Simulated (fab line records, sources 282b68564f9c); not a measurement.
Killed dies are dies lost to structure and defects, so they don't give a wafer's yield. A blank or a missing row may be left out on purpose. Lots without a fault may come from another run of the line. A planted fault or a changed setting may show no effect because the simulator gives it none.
One fault seen from 2 desks | flow rit_cmos | each desk has only its own numbers; what lay behind them comes last

THE METROLOGY DESK
What the gauges read, lot by lot, whatever tool the lot ran on: means of the sampled wafers that have a number. A lot is out of limits, marked OUT, if its mean lies more than 4 standard deviations from the usual mean; the brackets give that distance.
Columns: A = INCOMING_BOW at RIT_ACTIVE_BOW_MEAS_00, usual 0 um; B = cd_nm at RIT_GATE_CD_MEAS_16, usual 150.3 nm
lot  | first seen here | A  | B
L457 | day 1 10:00     | -4 | 149.8
L458 | day 1 15:01     | -2 | 155.9
L459 | day 1 20:00     | 3  | 153.6
L460 | day 2 01:00     | 2  | 150.7
L461 | day 2 06:00     | 2  | 150.9
L462 | day 2 11:00     | 2  | 146.9
L463 | day 2 16:01     | 0  | 148.7
L465 | day 3 02:02     | 1  | 150.8
L469 | day 3 22:00     | -0 | 149.3
L471 | day 4 08:02     | -3 | 148.3
L472 | day 4 13:02     | 0  | 151.4
L473 | day 4 18:01     | 3  | 148.9
L474 | day 4 23:02     | -1 | 289.8 (+46) OUT
L477 | day 5 14:00     | 0  | 261.5 (+37) OUT
L479 | day 6 00:00     | 1  | 229.4 (+26) OUT
This desk's finding: out of limits on L474, L477, L479; first on L474, day 6 06:45 (cd_nm at RIT_GATE_CD_MEAS_16). In limits: L457, L458, L459, L460, L461, L462, L463, L465, L469, L471, L472, L473.

THE TOOL OWNER'S DESK: iline_stepper-01
The tool's own readings at RIT_GATE_EXPOSE_13 (exposes mask M6, target cd 150 nm): means of the sampled wafers that have a number, for each lot that ran on this tool. A lot is out of limits, marked OUT, if its mean lies more than 4 standard deviations from the usual mean; the brackets give that distance.
Columns: A = exposure_dose_mJ_cm2 at RIT_GATE_EXPOSE_13, usual 379.8
lot  | first seen here | A
L457 | day 2 15:40     | 379.7
L459 | day 3 00:07     | 380.3
L465 | day 4 10:10     | 379.9
L469 | day 5 04:40     | 379.7
L472 | day 5 19:53     | 379.7
L473 | day 5 23:51     | 379.8
L474 | day 6 06:21     | 289.1 (-99 or more) OUT
L477 | day 6 20:49     | 306.7 (-99 or more) OUT
L479 | day 7 10:12     | 321.3 (-99 or more) OUT
This desk's finding: out of limits on L474, L477, L479; first on L474, day 6 06:21 (exposure_dose_mJ_cm2 at RIT_GATE_EXPOSE_13). In limits: L457, L459, L465, L469, L472, L473.

PUT TOGETHER
The tool owner's desk could have raised an alarm at day 6 06:21, on L474, L477, L479.
The metrology desk could have raised an alarm at day 6 06:45, on L474, L477, L479.
Of the lots named, all ran RIT_GATE_EXPOSE_13 on iline_stepper-01.

WHAT THE SIMULATOR HAD PUT IN
Process parameter drift: iline_stepper-01, from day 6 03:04 on, at RIT_GATE_EXPOSE_13. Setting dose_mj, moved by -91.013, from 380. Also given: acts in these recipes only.
Lots struck among those shown: L474, L477, L479.
Hours from the fault's start to each desk's first reading out of limits: the tool owner's desk, 3; the metrology desk, 4.
